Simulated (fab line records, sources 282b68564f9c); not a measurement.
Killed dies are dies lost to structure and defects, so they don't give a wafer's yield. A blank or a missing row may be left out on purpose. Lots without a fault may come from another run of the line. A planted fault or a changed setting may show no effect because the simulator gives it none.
fab line records | flow rit_cmos
record lots=14 wafers=42 last_day=7
route steps=202 shown NLDD@112 M1@202
lots that met no fault: from a run of the same line without faults
start_h: hours from the record's first day to the start of the lot's first wafer shown | wait_h: hours since the lot's step before | " the same as in the row above | L1.1+2: a row that stands for several wafers | - no value, or no start given | * or withheld: withheld | < > ~ a bound
route shown NAME@n: a module of which the file shows steps, and the number in the route of the first | usual: mean/standard deviation of fault-free wafers | same: alike in all rows | chamber/n: place in a boat | sites: the reading at each site | _std_site: their standard deviation | _edge_site: outer sites' mean less inner sites' | radius_mm: how far each site lies from the wafer's centre | mask NAME#n: copy n | behind: the tool/chamber that last shaped the wafer | hold: why the lot was held/for how many hours/how that ended | device: the transistor (n, p or np) that didn't switch | end of line: the same wafers' tests at the end of the route | a step without rows: its recipe alone | killed: dies lost to structure and defects at the first sort, not the wafer's yield | map: a wafer's dies, x killed, . not, _ none there
set.NAME: the setting as run; set.NAME@STEP: as run at that earlier step | model.NAME: the simulator's own value behind a step, which no gauge read
steps of the route over a sample of lots; a table a step, a row a wafer
services: from which hour (start_h, from the record's first day; less than 0 if before it) a tool's chamber was out of use, for how many hours, and why
## steps
# step RIT_NLDD_STRIP_09
# recipe chemistry=O2 time_s=180 resist=NOVOLAK platen_temp_c=withheld power_w=508 pressure_mtorr=4000 o2_flow_sccm=4000
# usual chamber_pressure_mTorr=3999/3.7 drypump_motor_current_A=5.4/0.42
# columns lot.wafer tool chamber start_h wait_h chamber_pressure_mTorr drypump_motor_current_A rf_hours_counter_h
L724.1 plasma_asher-01 0 44.85 0.1 3998 4.8 26
L724.4 " 0 " " 3997 4.7 -
L724.5 " 0 " " 4001 4.8 -
L725.2 plasma_asher-04 0 52.89 0.1 4001 5.8 41
L725.4 " 1 " " 4002 5.8 -
L725.6 " 1 " " 3999 5.8 -
L726.2 plasma_asher-03 1 58.21 0.1 3995 5.2 41
L726.3 " 0 " " 4004 5.3 -
L726.5 " 0 " " 3995 5.3 -
L727.1 plasma_asher-01 0 64.83 0.1 3993 4.8 28
L727.3 " 1 " " 4002 5.9 -
L727.4 " 0 " " 4001 4.8 -
L728.2 plasma_asher-01 1 68.75 0.1 3999 5.9 29
L728.4 " 0 " " 3996 4.8 -
L728.6 " 0 " " 3996 4.8 -
L729.1 plasma_asher-01 0 74.35 0.1 3994 4.8 29
L729.2 " 1 " " 3997 5.9 29
L729.3 " 1 " " 4002 5.9 -
L731.2 plasma_asher-01 1 82.64 0.1 2004 5.9 31
L731.4 " 0 " " 3999 4.8 -
L731.6 " 1 " " 2000 5.9 -
L732.1 plasma_asher-03 1 90.86 0.1 4006 5.2 45
L732.3 " 0 " " 4001 5.3 -
L732.5 " 1 " " 3993 5.2 -
L733.2 plasma_asher-01 1 90.98 0.1 1998 5.9 31
L733.4 " 0 " " 3996 4.8 -
L733.5 " 0 " " 3997 4.8 -
L739.1 plasma_asher-03 1 121.44 0.1 4003 5.2 0
L739.5 " 1 " " 4000 5.2 -
L739.6 " 0 " " 4002 5.3 -
L740.1 plasma_asher-04 0 124.05 0.1 4001 5.8 47
L740.2 " 1 " " 3987 5.8 47
L740.4 " 1 " " 3999 5.8 -
L744.1 plasma_asher-03 1 144.76 0.1 3994 5.2 2
L744.2 " 0 " " 3997 5.3 2
L744.5 " 1 " " 3997 5.2 -
L745.1 plasma_asher-03 0 151.87 0.1 3998 5.3 3
L745.3 " 0 " " 3996 5.3 -
L745.4 " 1 " " 3997 5.2 -
L747.2 plasma_asher-03 1 159.34 0.1 4001 5.2 4
L747.5 " 1 " " 4000 5.2 -
L747.6 " 0 " " 4004 5.3 -
# step RIT_M1_PROBE_99
# usual killed_at_contacts=0.1/0.3 killed_at_front_end=6.7/2.6 killed_dies=6.8/2.6 killed_open=3.3/1.7 killed_short=3.4/2
# same gross_dies=264 killed_at_M0_to_M3=0 killed_at_M4_up=0 killed_at_back_side=0 killed_at_other=0
# columns lot.wafer tool chamber start_h wait_h killed_at_contacts killed_at_front_end killed_dies killed_open killed_short
L724.1 prober-01 - 59.90 0.1 0 11 11 5 6
L724.4 prober-01 - 60.05 0.2 1 5 6 2 2
L724.5 prober-01 - 60.10 0.2 1 8 9 5 3
L725.2 prober-02 - 68.10 0.1 0 4 4 1 3
L725.4 prober-02 - 68.20 0.2 0 12 12 6 6
L725.6 prober-02 - 68.30 0.2 0 5 5 2 3
L728.2 prober-01 - 83.99 0.1 0 8 8 4 4
L728.4 prober-01 - 84.09 0.2 0 8 8 4 4
L728.6 prober-01 - 84.19 0.2 0 6 6 1 4
L731.2 prober-02 - 97.96 0.1 0 6 6 2 4
L731.4 prober-02 - 98.06 0.2 0 3 3 2 1
L731.6 prober-02 - 98.16 0.2 0 8 8 3 5
L733.2 prober-01 - 108.15 0.1 0 5 5 4 1
L733.4 prober-01 - 108.25 0.2 0 5 5 3 2
L733.5 prober-01 - 108.30 0.2 0 6 6 3 3
L740.1 prober-01 - 139.63 0.1 1 6 7 6 1
L740.2 prober-01 - 139.68 0.1 0 4 4 3 1
L740.4 prober-01 - 139.78 0.2 0 7 7 2 5
# killed by level:class
L724.1 SPACER:geometric_particle:short=3 FOX1:geometric_particle:open=2 GATE:geometric_particle:short=2 FOX2:geometric_particle:open=1 GATE:geometric_particle:open=1 REOX:geometric_particle:open=1 SILICIDE:geometric_particle:short=1
L724.4 GATE:geometric_particle:open=2 FOX1:geometric_particle:short=1 SPACER:geometric_particle:short=1 NWELL:coat_microbubble_printed=1 CONTACT:coat_microbubble_printed=1
L724.5 REOX:geometric_particle:open=2 FOX1:geometric_particle:short=1 FOX1:geometric_particle:open=1 GATE:geometric_particle:open=1 GATE:geometric_particle:short=1 SPACER:geometric_particle:open=1 SPACER:geometric_particle:short=1 CONTACT:coat_microbubble_printed=1
L725.2 GATE:geometric_particle:short=2 FOX1:geometric_particle:short=1 GATE:geometric_particle:open=1
L725.4 GATE:geometric_particle:short=5 GATE:geometric_particle:open=3 REOX:geometric_particle:open=2 FOX1:geometric_particle:open=1 REOX:geometric_particle:short=1
L725.6 GATE:geometric_particle:open=2 FOX1:geometric_particle:short=1 GATE:geometric_particle:short=1 REOX:geometric_particle:short=1
L728.2 REOX:geometric_particle:short=3 GATE:geometric_particle:open=2 FOX2:geometric_particle:open=1 GATE:geometric_particle:short=1 SPACER:geometric_particle:open=1
L728.4 GATE:geometric_particle:short=3 GATE:geometric_particle:open=2 ACTIVE:geometric_particle:open=1 FOX1:geometric_particle:open=1 FOX1:geometric_particle:short=1
L728.6 REOX:geometric_particle:short=3 GATE:geometric_particle:short=1 SILICIDE:geometric_particle:open=1 PLDD:coat_microbubble_printed=1
L731.2 ACTIVE:geometric_particle:short=1 FOX1:geometric_particle:short=1 GATE:geometric_particle:short=1 GATE:geometric_particle:open=1 SILICIDE:geometric_particle:open=1 SILICIDE:geometric_particle:short=1
L731.4 GATE:geometric_particle:open=2 GATE:geometric_particle:short=1
L731.6 SPACER:geometric_particle:short=3 GATE:geometric_particle:open=2 FOX2:geometric_particle:open=1 GATE:geometric_particle:short=1 SILICIDE:geometric_particle:short=1
L733.2 REOX:geometric_particle:open=2 FOX1:geometric_particle:open=1 FOX1:geometric_particle:short=1 SPACER:geometric_particle:open=1
L733.4 REOX:geometric_particle:open=2 FOX2:geometric_particle:open=1 GATE:geometric_particle:short=1 SILICIDE:geometric_particle:short=1
L733.5 GATE:geometric_particle:short=2 GATE:geometric_particle:open=2 REOX:geometric_particle:short=1 REOX:geometric_particle:open=1
L740.1 GATE:geometric_particle:open=2 SPACER:geometric_particle:open=2 FOX1:geometric_particle:open=1 REOX:geometric_particle:short=1 CONTACT:geometric_particle:open=1
L740.2 FOX2:geometric_particle:short=1 FOX2:geometric_particle:open=1 GATE:geometric_particle:open=1 REOX:geometric_particle:open=1
L740.4 GATE:geometric_particle:short=2 REOX:geometric_particle:short=2 FOX1:geometric_particle:open=1 FOX2:geometric_particle:short=1 GATE:geometric_particle:open=1
## services
# columns tool chamber start_h hours kind
plasma_asher-04 - 62.96 15.9 pm
plasma_asher-03 - 107.08 5.2 repair
plasma_asher-03 - 112.27 9.0 pm
plasma_asher-03 0 112.27 9.0 vent_cycle
plasma_asher-03 1 112.27 9.0 vent_cycle
plasma_asher-03 0 121.27 - clean
plasma_asher-03 1 121.27 - clean
## key
first_sign step=RIT_NLDD_STRIP_09 reading=chamber_pressure_mTorr direction=down sigmas=99+ usual=3999 struck=2001
effect none on later readings
met_at RIT_NLDD_STRIP_09
struck_lots L731,L733
struck_wafers L731.2,L731.6,L733.2
tester_left_out L731,L733
onset_between 74.35 82.64
fault kind=process_parameter_drift tool=plasma_asher-01 chamber=1 onset_h=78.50 steps=RIT_NLDD_STRIP_09 channel=pressure_mtorr offset=-2000 shape=step end_h=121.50 acts_in=these_recipes_only stated=4000
# tester_left_out: of these lots the tester's yield and bins aren't shown, on N5 and GAA mostly nor the transistor test; their killed dies are dies lost to structure and defects alone, not to doping, threshold or leakage, so they don't give the yield
